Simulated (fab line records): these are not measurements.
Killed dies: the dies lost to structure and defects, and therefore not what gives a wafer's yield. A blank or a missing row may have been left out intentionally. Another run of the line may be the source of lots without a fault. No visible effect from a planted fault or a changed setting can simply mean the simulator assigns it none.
One fault seen from 2 desks / flow berkeley_cmos170 / each desk holds nothing but its own numbers, with what lay behind them at the end

## FOR THE TOOL OWNER'S DESK: lpcvd-01
The tool's own readings at UCB170_GATE_CVD_04 (deposits poly-Si from SiH4, time 1440 s, target thk 214 nm): means of the sampled wafers that have a number, for each lot that ran on this tool. Marked OUT: a lot whose mean sits more than 4 standard deviations from the usual mean, which makes it out of limits; the brackets give that distance.
Columns: A = zone_power_source_pct at UCB170_GATE_CVD_04, usual 11.5 %
lot=L582; first seen here=day 6 18:13; A=10.8
lot=L583; first seen here=day 6 18:13; A=12.2
lot=L584; first seen here=day 6 18:13; A=12.3
lot=L589; first seen here=day 8 12:21; A=10.8
lot=L590; first seen here=day 8 12:21; A=10.7
lot=L591; first seen here=day 8 12:21; A=10.7
lot=L593; first seen here=day 9 13:02; A=10.7
lot=L594; first seen here=day 9 13:02; A=10.6
lot=L595; first seen here=day 9 13:02; A=12.4
lot=L596; first seen here=day 10 01:33; A=10.8
lot=L597; first seen here=day 10 01:33; A=10.7
Finding of this desk: none of the 11 lots has anything out of limits.

## THE METROLOGY DESK
Lot by lot, what the gauges showed, no matter which tool ran the lot: averages of those sampled wafers that carry a number. Marked OUT: a lot whose mean sits more than 4 standard deviations from the usual mean, which makes it out of limits; the brackets give that distance.
Columns: A = GATE_POLY_THK at UCB170_GATE_THK_MEAS_05, usual 213.9 nm
lot=L584; first seen here=day 6 19:38; A=212.9
lot=L582; first seen here=day 6 19:38; A=211.9
lot=L583; first seen here=day 6 19:42; A=213.6
lot=L588; first seen here=day 7 19:32; A=214.6
lot=L585; first seen here=day 7 19:34; A=211.5
lot=L587; first seen here=day 7 19:35; A=213.9
lot=L591; first seen here=day 8 13:45; A=214.6
lot=L589; first seen here=day 8 13:46; A=213.1
lot=L590; first seen here=day 8 13:46; A=215.8
lot=L593; first seen here=day 9 14:27; A=216.6
lot=L594; first seen here=day 9 14:27; A=210.3
lot=L595; first seen here=day 9 14:31; A=215.8
lot=L597; first seen here=day 10 02:58; A=233.0 (+9.1) OUT
lot=L596; first seen here=day 10 02:59; A=232.0 (+8.6) OUT
This desk's result: L596, L597 out of limits, first on L597 (GATE_POLY_THK at UCB170_GATE_THK_MEAS_05), day 10 02:58. L584, L582, L583, L588, L585, L587, L591, L589, L590, L593, L594, L595 stayed within limits.

## PUT TOGETHER
The metrology desk could have raised an alarm at day 10 02:58, on L596, L597.
The tool owner's desk saw nothing out of limits.
Tool owner's desk: L596, L597 on record, inside its limits.
On lpcvd-01, each named lot ran UCB170_GATE_CVD_04.

## WHAT WAS PUT IN BY THE SIMULATOR
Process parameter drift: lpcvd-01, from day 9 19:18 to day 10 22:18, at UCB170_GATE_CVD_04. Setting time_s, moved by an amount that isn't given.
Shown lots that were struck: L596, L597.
Delay in hours, fault start to first out-of-limits reading, per desk: metrology desk 8.
